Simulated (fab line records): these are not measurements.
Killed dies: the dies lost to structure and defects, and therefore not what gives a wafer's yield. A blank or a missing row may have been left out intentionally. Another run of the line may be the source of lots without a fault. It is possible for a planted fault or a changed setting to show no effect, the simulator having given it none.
The tool behind it: which one? ; flow berkeley_cmos170 ; Sampling: 14 lots, 42 wafers, 2 of 331 route steps

WHAT THE GAUGES SHOWED, per wafer
The record holds no reading of a measuring or inspecting step that can be judged against a usual standard deviation.

WHICH TOOL RAN EACH LOT (tool, then ch and the chambers of the sampled wafers, then the start)
lot;UCB170_GATE_STRIP_16;UCB170_NLDD_DEVELOP_05
L627;plasma_asher-02 ch 0,1, day 6 04:00;litho_track-02 ch 0, day 6 07:00
L625;plasma_asher-04 ch 0,1, day 6 04:18;litho_track-03 ch 0, day 6 08:00
L630;plasma_asher-02 ch 0,1, day 7 06:00;litho_track-03 ch 0, day 7 09:00
L635;plasma_asher-03 ch 0,1, day 8 18:52;litho_track-01, day 9 00:00
L637;plasma_asher-02 ch 0,1, day 8 19:37;litho_track-03, day 9 00:00
L641;plasma_asher-03 ch 0,1, day 9 16:55;litho_track-03 ch 0, day 9 20:00
L643;plasma_asher-02 ch 0,1, day 9 17:01;litho_track-03 ch 0, day 9 21:00
L642;plasma_asher-03 ch 0,1, day 9 17:10;litho_track-01 ch 0, day 9 21:00
L640;plasma_asher-02 ch 0,1, day 9 17:27;litho_track-03 ch 0, day 9 21:00
L644;plasma_asher-02 ch 0,1, day 10 07:25;litho_track-01 ch 0, day 10 15:00
L645;plasma_asher-03 ch 1, day 10 07:41;litho_track-02 ch 0, day 10 15:00
L647;plasma_asher-03 ch 0,1, day 10 08:01;litho_track-02 ch 0, day 10 15:00
L646;plasma_asher-02 ch 0, day 10 10:33;litho_track-03 ch 0, day 10 15:00
L648;plasma_asher-03 ch 1, day 10 11:20;litho_track-02 ch 0, day 10 15:00
- UCB170_GATE_STRIP_16: strips in O2.
- UCB170_NLDD_DEVELOP_05: develop time 45 s.

AS READ BY THE TOOLS THEMSELVES (means over the sampled wafers that have a number; for cases with no such wafer, the mark the record gives instead)
UCB170_GATE_STRIP_16. Usual: drypump_motor_current_A 5.7 A, standard deviation 0.42; oes_product_au 0.724 a.u., standard deviation 0.0043.
lot;tool;drypump_motor_current_A (A);oes_product_au (a.u.);flag
L627;plasma_asher-02;6.1;0.723;
L625;plasma_asher-04;6.1;0.727;
L630;plasma_asher-02;6.0;0.720;
L635;plasma_asher-03;5.3;0.726;
L637;plasma_asher-02;6.0;0.724;
L641;plasma_asher-03;5.3;0.727;
L643;plasma_asher-02;6.1;0.726;
L642;plasma_asher-03;5.5;0.724;
L640;plasma_asher-02;6.1;0.723;
L644;plasma_asher-02;6.0;0.724;
L645;plasma_asher-03;5.6;0.722;
L647;plasma_asher-03;5.3;0.724;
L646;plasma_asher-02;6.2;0.721;
L648;plasma_asher-03;5.6;0.723;

UCB170_NLDD_DEVELOP_05. Usual: chill_plate_temp_C 22.98 C, standard deviation 0.1; exhaust_pa 44.9 Pa, standard deviation 0.85.
lot;tool;chill_plate_temp_C (C);exhaust_pa (Pa);flag
L627;litho_track-02;23.05;46.0;
L625;litho_track-03;23.18;43.8;
L630;litho_track-03;23.05;45.2;
L635;litho_track-01;-;-;OFF
L637;litho_track-03;-;-;OFF
L641;litho_track-03;22.96;46.1;
L643;litho_track-03;22.92;45.5;
L642;litho_track-01;23.07;45.3;
L640;litho_track-03;22.94;44.8;
L644;litho_track-01;22.96;46.1;
L645;litho_track-02;23.03;45.4;
L647;litho_track-02;22.97;44.4;
L646;litho_track-03;22.99;44.1;
L648;litho_track-02;22.97;44.6;

THE ANSWER, worked out from the rows above alone
Rule: a lot is off if the mean of its wafers that have a number lies more than 3 standard deviations from the usual mean. Also off: a lot with no number at a reading for which 4 or more lots have one. Where the step has rows for the other lots, those lots are counted as sound. First the gauges in route order, then the tools' own readings, where a lot's mean is used as printed above. The first step at which some lot is off is used, and at that step the reading that is off furthest; a lot without a number counts as furthest.
Off: L635, L637, at UCB170_NLDD_DEVELOP_05 (chill_plate_temp_C). Without a number there: L635, L637.
A tool fits if, at that step or a process step before it, it ran every lot that is off, and no sound lot after the first of them. No candidate that was tried fits.

WHAT THE SIMULATOR PUT IN
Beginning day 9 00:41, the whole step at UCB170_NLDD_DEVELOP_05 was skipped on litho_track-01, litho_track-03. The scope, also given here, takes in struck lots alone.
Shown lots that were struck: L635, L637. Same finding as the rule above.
